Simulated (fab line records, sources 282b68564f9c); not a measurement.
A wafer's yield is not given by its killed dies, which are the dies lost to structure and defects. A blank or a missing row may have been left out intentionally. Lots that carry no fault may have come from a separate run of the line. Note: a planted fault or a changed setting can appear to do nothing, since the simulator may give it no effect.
Split-lot experiment    flow rit_cmos    23 wafers read across 5 lots, on a route 202 steps long

== ON THE SPLIT ==
At RIT_PLDD_IMPLANT_08, the setting energy_kev was moved away from the recipe's 20 on 7 of the 23 wafers read, by -3.5% to +2.8%. For the rest of the wafers, this setting stayed at what the recipe calls for.

Reading taken at the split's own step.

== THE READING ==
The simulator's own value implant.drp_nm, read by no gauge, in nm at RIT_PLDD_IMPLANT_08. No usual value for it is given in the file.

wafer   tool, chamber at the split  energy_kev as run  against the recipe  implant.drp_nm, nm  against lot-mates on the recipe
L077.1  implanter-03, 0             19.31              -3.5%               9.514               -0.238
L077.2  implanter-03, 0             19.31              -3.5%               9.514               -0.238
L077.3  implanter-03, 0             20                 recipe              9.752               -
L077.4  implanter-03, 0             20                 recipe              9.752               -
L077.6  implanter-03, 0             20                 recipe              9.752               -
L076.2  implanter-01, 0             20                 recipe              9.752               -
L076.3  implanter-01, 0             20                 recipe              9.752               -
L076.4  implanter-01, 0             20                 recipe              9.752               -
L080.2  implanter-01, 0             20                 recipe              9.752               -
L080.5  implanter-01, 0             20                 recipe              9.752               -
L080.6  implanter-01, 0             20                 recipe              9.752               -
L080.3  implanter-01, 0             19.45              -2.8%               9.562               -0.190
L080.4  implanter-01, 0             19.45              -2.8%               9.562               -0.190
L082.1  implanter-03, 0             20.57              +2.8%               9.946               +0.194
L082.2  implanter-03, 0             20.57              +2.8%               9.946               +0.194
L082.3  implanter-03, 0             20.57              +2.8%               9.946               +0.194
L082.4  implanter-03, 0             20                 recipe              9.752               -
L082.5  implanter-03, 0             20                 recipe              9.752               -
L085.1  implanter-02, 0             20                 recipe              9.752               -
L085.2  implanter-02, 0             20                 recipe              9.752               -
L085.3  implanter-02, 0             20                 recipe              9.752               -
L085.4  implanter-02, 0             20                 recipe              9.752               -
L085.6  implanter-02, 0             20                 recipe              9.752               -

THE FIT
A straight line over all 23 wafers: implant.drp_nm changes by +0.0686 nm for each +1% of energy_kev; r = +1.00; the points scatter about the line by 0.00068 nm.
The same after taking each lot's own level away (the mean of its wafers on the recipe; 23 wafers): +0.0686 nm for each +1%; r = +1.00; scatter 0.00068 nm.
According to that fit, moving energy_kev by its largest amount changes the reading by 0.24 nm.
The lots' own levels span 9.7520 to 9.7520 nm.
The two slopes are in agreement: the lot-to-lot level therefore moves the slope only a little.
Check: for one of the wafers moved furthest among these (-3.5%), held out of the fit, the line's prediction against its lot-mates is -0.237 nm. It came out at -0.238 nm against them.

== THE OTHER SPLITS THESE WAFERS WENT THROUGH ==
These wafers also went through other splits before the reading. Each is held against what the fit with the lots' levels taken away leaves over:
other split on the same wafers   wafers away from the commonest value  r with implant.drp_nm (lot level and that fit taken away)
RIT_ACTIVE_ETCH_13 rf_w          6                                     -0.18
RIT_NWELL_HARDBAKE_07 temp_c     11                                    +0.14
RIT_NWELL_IMPLANT_08 dose_cm2    7                                     -0.40
RIT_PWELL_IMPLANT_08 dose_cm2    8                                     +0.24
RIT_NRETRO_SOFTBAKE_02 temp_c    6                                     +0.23
RIT_NRETRO_IMPLANT_08 dose_cm2   8                                     +0.17
RIT_GATE_OXIDATION_05 ox_time_s  15                                    -0.14
RIT_GATE_EXPOSE_13 dose_mj       8                                     +0.21
RIT_GATE_STRIP_20 o2_flow_sccm   7                                     -0.52
RIT_NLDD_SOFTBAKE_02 temp_c      6                                     +0.04
RIT_NLDD_IMPLANT_08 dose_cm2     10                                    +0.19

== FILE'S OWN FIT ==
implant.drp_nm changes by +0.0687 nm for each +1% of energy_kev, r = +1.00.
